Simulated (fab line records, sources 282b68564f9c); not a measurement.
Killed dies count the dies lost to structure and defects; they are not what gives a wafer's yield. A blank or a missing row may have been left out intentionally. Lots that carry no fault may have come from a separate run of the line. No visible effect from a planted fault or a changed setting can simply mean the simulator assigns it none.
A struck lot beside a sound one	flow ritCmos	20 out of 202 route steps
Sound: the wafers L909.1, L909.4, L909.6. Wafers L921.2, L921.3, L921.4 were the ones struck. Last of all comes the cause.
Order at every step that has rows: each side's tool, ch and its chambers, its first start. Under that, the readings that differ: sound wafers	struck wafers	difference of the means	sigmas: that difference in standard deviations of wafers without a fault.
alike: a reading whose means differ by less than 2 such deviations, as well as words and numbers matching on both sides. not compared: withheld readings; readings where some wafer has no value; bounds like >300 that might hide an equal value; numbers whose values overlap and for which the record gives no deviation.
A row with sigmas, a row that says differs or no value, or rows on one side alone: a step with any of these is where the two part. When numbers do not overlap yet have no deviation, they are printed without sigmas and do not part them. A reading missing from all wafers of one side parts the sides only when that side holds two or more wafers.

first, 3 steps without rows for these wafers: RIT_GATE_CLEAN_02 (cleans in dHF, time 30 s); RIT_GATE_CLEAN_03 (cleans in SC2, time 600 s); RIT_GATE_CLEAN_04 (cleans in dHF, time 60 s).
RIT_FOX2_THK_MEAS_91:
  struck on filmMetro-01, day 5 07:10; sound on filmMetro-03, day 2 18:56
  alike: FIELD_OXIDE_LEFT_2_THK
then, 2 steps without rows for these wafers: RIT_GATE_OXIDATION_05 (target thk 3 nm, ox time 270 s); RIT_GATE_ANNEAL_06 (time 600 s).
RIT_GATE_THK_MEAS_07:
  struck on filmMetro-02, day 5 08:33; sound on filmMetro-02, day 2 21:08
  alike: GATE_OXIDE_THK
then, 1 step without rows for these wafers: RIT_GATE_CVD_08 (deposits poly-Si from SiH4, target thk 250 nm, time 2220 s).
RIT_GATE_THK_MEAS_09:
  struck on filmMetro-03, day 5 10:14; sound on filmMetro-03, day 3 00:11
  alike: GATE_POLY_THK
then, 3 steps without rows for these wafers: RIT_GATE_HMDS_10 (prime time 60 s); RIT_GATE_COAT_11 (resist thk 850 nm); RIT_GATE_SOFTBAKE_12 (time 60 s).
RIT_GATE_EXPOSE_13: exposes mask M6, target cd 150 nm.
  sound on ilineStepper-01 ch 0, day 3 00:50; struck on ilineStepper-01 ch 0, day 5 10:45
reading	sound	struck	difference	sigmas
mask	M6#0 M6#0 M6#0	M6_R1#0 M6_R1#0 M6_R1#0	differs	
then, 2 steps without rows for these wafers: RIT_GATE_PEB_14; RIT_GATE_DEVELOP_15 (develop time 50 s).
RIT_GATE_CD_MEAS_16 targets a cd of 150 nm.
  struck on cdSem-02, day 5 11:09; sound on cdSem-02, day 3 01:14
reading	sound	struck	difference	sigmas
cdNm (nm)	147.7 148.5 150.9	192.1 191.7 192.1	+42.9	+20
RIT_GATE_OVL_MEAS_17:
  struck on overlay-02, day 5 11:16; sound on overlay-01, day 3 01:21
  alike: GATE_OVL
then, 1 step without rows for these wafers: RIT_GATE_HARDBAKE_18 (time 60 s).
RIT_GATE_ETCH_19: etches poly-Si in SF6/CHF3/O2, stops on SiO2, time 165 s, target depth 312.5 nm.
  sound on rieSi-01 ch 0,2, day 3 01:39; struck on rieSi-01 ch 1,2,3, day 5 11:26
  alike: O2_flow_sccm, SF6_flow_sccm, drypumpMotorCurrentA, oesProductAu, throttleValvePct
  not compared: rfHoursCounterH, model.GATE.cdNm
RIT_GATE_STRIP_20: strips in O2, time 180 s.
  sound on plasmaAsher-02 ch 0,1, day 3 01:46; struck on plasmaAsher-01 ch 0,1, day 5 11:33
  alike: drypumpMotorCurrentA
  not compared: rfHoursCounterH

WHERE THEY PART
Earliest at RIT_GATE_EXPOSE_13; latest, in this record, at RIT_GATE_CD_MEAS_16. Later steps at which nothing parts them and some readings are alike: RIT_GATE_OVL_MEAS_17, RIT_GATE_ETCH_19, RIT_GATE_STRIP_20.

WHY: whatever the simulator had introduced
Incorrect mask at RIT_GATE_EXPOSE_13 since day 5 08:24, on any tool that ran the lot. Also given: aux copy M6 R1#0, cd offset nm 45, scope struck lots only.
